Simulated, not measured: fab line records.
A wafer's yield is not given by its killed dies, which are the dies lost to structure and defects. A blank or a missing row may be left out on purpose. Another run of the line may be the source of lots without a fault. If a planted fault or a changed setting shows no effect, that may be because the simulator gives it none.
Problem report, 8D (eight disciplines) form, completed by code | flow berkeley_cmos170 | the parts of the form that need people (team, actions taken, sign-off) are left out

## 1. THE ISSUE
Mean of chamber_pressure_mTorr at UCB170_M1_METAL_ETCH_12: 18.003 mTorr across 6 wafers in 2 lots; on wafers with no fault it is 11.999 mTorr (standard deviation 0.011). So: +99 or more standard deviations from the usual mean.
The step: etches Al in Cl2/BCl3, stops on PSG, target depth 780 nm, time 130 s.
The first sign was on wafer L991.3 at day 9 18:11, on rie_metal-04. At this step, 18 wafers from 6 lots have a number in the record. Rule for "out" (also "out of limits"): further than 4 standard deviations from the usual mean. Any other wafer with a number is counted as sound.

## 2. WHAT IT IS; WHAT IT IS NOT
question                    | is                     | is not
which readings at this step | chamber_pressure_mTorr | drypump_motor_current_A, he_backside_leak_sccm, oes_product_au, rf_fwd_power_W, throttle_valve_pct
which lots                  | L991, L995             | L100, L102, L106, L989
which wafers of those lots  | all that have a number | -
read on which tools         | rie_metal-04           | rie_metal-02, rie_metal-03
when                        | from day 9 18:11       | up to then (3 sound wafers); but 9 sound wafers of L100, L102, L106 came after

## 3. SUSPECTS, AND WHAT RULES EACH OUT
Counting: any tool at a process step up to the reading is kept as a suspect provided that every lot that is out went through it and no sound lot did after the first of them.
- rie_metal-04 at UCB170_M1_METAL_ETCH_12 (etches Al in Cl2/BCl3, stops on PSG, target depth 780 nm, time 130 s): kept. It processed each lot that is out, first L991 at day 9 18:11, and no sound lot thereafter; up to then, the last sound lot it processed was L989 at day 9 04:59. Its own readings are out on those wafers: chamber_pressure_mTorr.
After counting, what remains is rie_metal-04 at UCB170_M1_METAL_ETCH_12.

## 4. THE CAUSE (what the simulator had put in)
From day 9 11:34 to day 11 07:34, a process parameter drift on rie_metal-04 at UCB170_M1_METAL_ETCH_12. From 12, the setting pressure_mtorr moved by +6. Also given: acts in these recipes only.
The count eliminated every tool but this one.

## 5. THE CHAIN OF EFFECTS, in route order
Each row: a reading where the mean over the struck wafers with a number is more than 3 standard deviations away from the usual. Scope: only readings with a usual standard deviation given in the record; hours: median across lots of the time from each lot's start at the first step in this table that gives one to its start at this step; sigmas: change in usual standard deviations.
hours | step                    | reading                | usual        | on struck wafers | change | sigmas
0     | UCB170_M1_METAL_ETCH_12 | chamber_pressure_mTorr | 11.999 mTorr | 18.003           | +6.004 | +99 or more
Process steps it contains:
- UCB170_M1_METAL_ETCH_12: etches Al in Cl2/BCl3, stops on PSG, target depth 780 nm, time 130 s.

## 6. WHAT WOULD HAVE CAUGHT IT SOONER
In this record the first reading out of limits was taken at day 9 18:11, 7 hours after the fault began at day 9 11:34.
